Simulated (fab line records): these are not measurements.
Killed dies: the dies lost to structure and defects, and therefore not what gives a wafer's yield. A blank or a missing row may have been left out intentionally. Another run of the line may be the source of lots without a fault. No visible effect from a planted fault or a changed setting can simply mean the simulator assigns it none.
Tool commonality check ; flow rit cmos ; Sampled: 14 lots, 42 wafers

## REASON FOR OPENING
Of 14 lots, 2 have the reading NLDD_TW flagged at RIT_NLDD_TW_MEAS_10. Wafers without a fault read 2495, standard deviation 16.
Rule: flag the lot when none of its wafers has a number, or when each of its wafers that has one lies beyond 4 standard deviations from that mean. The rest of the lots are taken to be sound.

lot;measured;on;NLDD_TW, wafer by wafer;flag
L523;day 2 17:22;film metro-04;2506 2496 2525;
L524;day 2 23:47;film metro-04;2508 2521 2503;
L525;day 3 04:20;film metro-02;2511 2508 2512;
L526;day 3 09:50;film metro-02;2517 2504 2519;
L527;day 3 14:25;film metro-01;2495 2488 2483;
L528;day 3 18:21;film metro-01;2473 2470 2468;
L529;day 3 23:02;film metro-01;30 30 30;FLAGGED
L532;day 4 14:46;film metro-01;30 30 30;FLAGGED
L535;day 5 06:09;film metro-02;2488 2498 2501;
L538;day 5 21:26;film metro-04;2501 2510 2496;
L543;day 6 22:26;film metro-04;2505 2519 2520;
L544;day 7 02:37;film metro-02;2495 2500 2501;
L545;day 7 07:46;film metro-02;2498 2516 2509;
L546;day 7 12:09;film metro-01;2497 2489 2489;
The numbers of the flagged lots are 30 on average: -2465 against the usual, or -99 or more standard deviations.

## WHICH TOOL EACH LOT WENT THROUGH
The record holds 1 process step before the reading, out of a route of 202 steps. Each cell gives the tool, then ch followed by the chambers the sampled wafers passed through, then the start.
lot;flag;RIT_NLDD_DEVELOP_05
L523;;litho track-02 ch 0, day 2 16:00
L524;;litho track-02 ch 0, day 2 23:00
L525;;litho track-02 ch 0, day 3 03:00
L526;;litho track-04 ch 0, day 3 09:00
L527;;litho track-04 ch 0, day 3 13:00
L528;;litho track-03 ch 0, day 3 17:00
L529;FLAGGED;litho track-04 ch 0, day 3 22:00
L532;FLAGGED;litho track-04 ch 0, day 4 14:00
L535;;litho track-03 ch 0, day 5 05:00
L538;;litho track-03 ch 0, day 5 20:00
L543;;litho track-04 ch 0, day 6 21:00
L544;;litho track-04 ch 0, day 7 01:00
L545;;litho track-04 ch 0, day 7 07:00
L546;;litho track-04 ch 0, day 7 11:00
What these steps do:
- RIT_NLDD_DEVELOP_05: develop time 50 s.
- RIT_NLDD_TW_MEAS_10

## FLAGGED AGAINST TOTAL, ONE TOOL AT A TIME (gauges that did the reading follow at the end)
step;tool;lots run;flagged;share of the flagged lots;sound lots run after its first flagged lot
RIT_NLDD_DEVELOP_05;litho track-02;3;0;none;-
RIT_NLDD_DEVELOP_05;litho track-03;3;0;none;-
RIT_NLDD_DEVELOP_05;litho track-04;8;2;all;4 (L543,L544,L545,L546)
RIT_NLDD_TW_MEAS_10;film metro-01;5;2;all;1 (L546)
RIT_NLDD_TW_MEAS_10;film metro-02;5;0;none;-
RIT_NLDD_TW_MEAS_10;film metro-04;4;0;none;-

## WHAT THE TABLE PERMITS
Table rows that saw every flagged lot: 2, namely litho track-04 at RIT_NLDD_DEVELOP_05 and film metro-01 at RIT_NLDD_TW_MEAS_10.
- litho track-04 at RIT_NLDD_DEVELOP_05: 2 of its 8 lots flagged. Lots that were sound ran on it after the first flagged one (L543, L544, L545, L546); a persistent fault on the entire tool would not allow that.
- film metro-01 at RIT_NLDD_TW_MEAS_10: 2 of its 5 lots flagged. Lots that were sound ran on it after the first flagged one (L546); a persistent fault on the entire tool would not allow that.
There is no row in the table that ran each flagged lot and no sound lot after the first.

## WHAT THE SIMULATOR HAD INSERTED
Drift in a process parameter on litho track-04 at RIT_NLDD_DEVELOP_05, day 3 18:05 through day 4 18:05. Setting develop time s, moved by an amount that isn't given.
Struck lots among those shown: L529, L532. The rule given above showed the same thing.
